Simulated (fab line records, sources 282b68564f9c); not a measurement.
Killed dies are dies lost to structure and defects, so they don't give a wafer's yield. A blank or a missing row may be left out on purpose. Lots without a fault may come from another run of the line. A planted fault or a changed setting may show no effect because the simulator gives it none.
Problem report in the 8D (eight disciplines) form, filled by code | flow rit_cmos | the parts of the form that need people (team, actions taken, sign-off) are left out

1. THE PROBLEM
heater_power_total_W at RIT_PRETRO_HARDBAKE_07 reads a mean of 55.09 W on 6 wafers of 2 lots; wafers without a fault read 52.02 W with a standard deviation of 0.061. That is +50 standard deviations from the usual mean.
The step: time 120 s.
First seen on wafer L408.2, day 5 11:02, on litho_track-01. The record holds 42 wafers of 14 lots with a number at this step. Rule for "out", or "out of limits": more than 4 standard deviations from the usual mean. The other wafers with a number count as sound.

2. WHAT IT IS AND WHAT IT IS NOT
question                    | is                                 | is not
which readings at this step | heater_power_total_W, plate_temp_C | -
which lots                  | L408, L411                         | L394, L395, L397, L398, L399, L402, L403, L404, L405, L406, L407, L409
which wafers of those lots  | all that have a number             | -
read on which tools         | litho_track-01                     | litho_track-02, litho_track-03
when                        | from day 5 11:02                   | up to then (33 sound wafers); but 3 sound wafers of L409 came after

3. SUSPECTS, AND WHAT RULES EACH OUT
Counting: a tool at a process step up to the reading stays a suspect if it ran every lot that is out and no sound lot after the first of them.
- litho_track-01 at RIT_PRETRO_HARDBAKE_07 (time 120 s): kept. It ran every lot that is out, first L408 (day 5 11:02), and no sound lot after that; its last sound lot up to then is L407 (day 5 05:09). Its own readings are out on those wafers: heater_power_total_W, plate_temp_C.
Left after counting: litho_track-01 at RIT_PRETRO_HARDBAKE_07.

4. THE CAUSE (what the simulator had put in)
Process parameter drift: litho_track-01, from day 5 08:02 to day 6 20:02, at RIT_PRETRO_HARDBAKE_07. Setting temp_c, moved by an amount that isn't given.
Counting left only this tool.

5. THE CHAIN OF EFFECTS, in route order
Each row: a reading whose mean over the struck wafers that have a number lies more than 3 standard deviations from the usual. Only readings for which the record gives a usual standard deviation are gone through. hours: the time from each lot's start at the first step in this table that gives one to its start at this step, as a median over the lots. sigmas: the change in usual standard deviations.
hours | step                   | reading              | usual    | on struck wafers | change | sigmas
0     | RIT_PRETRO_HARDBAKE_07 | heater_power_total_W | 52.02 W  | 55.09            | +3.07  | +50
0     | RIT_PRETRO_HARDBAKE_07 | plate_temp_C         | 139.99 C | 146.23           | +6.24  | +42
The process steps in it:
- RIT_PRETRO_HARDBAKE_07: time 120 s.

6. WHAT WOULD HAVE CAUGHT IT SOONER
In this record the first reading out of limits was taken at day 5 11:02, 3 hours after the fault began at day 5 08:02.
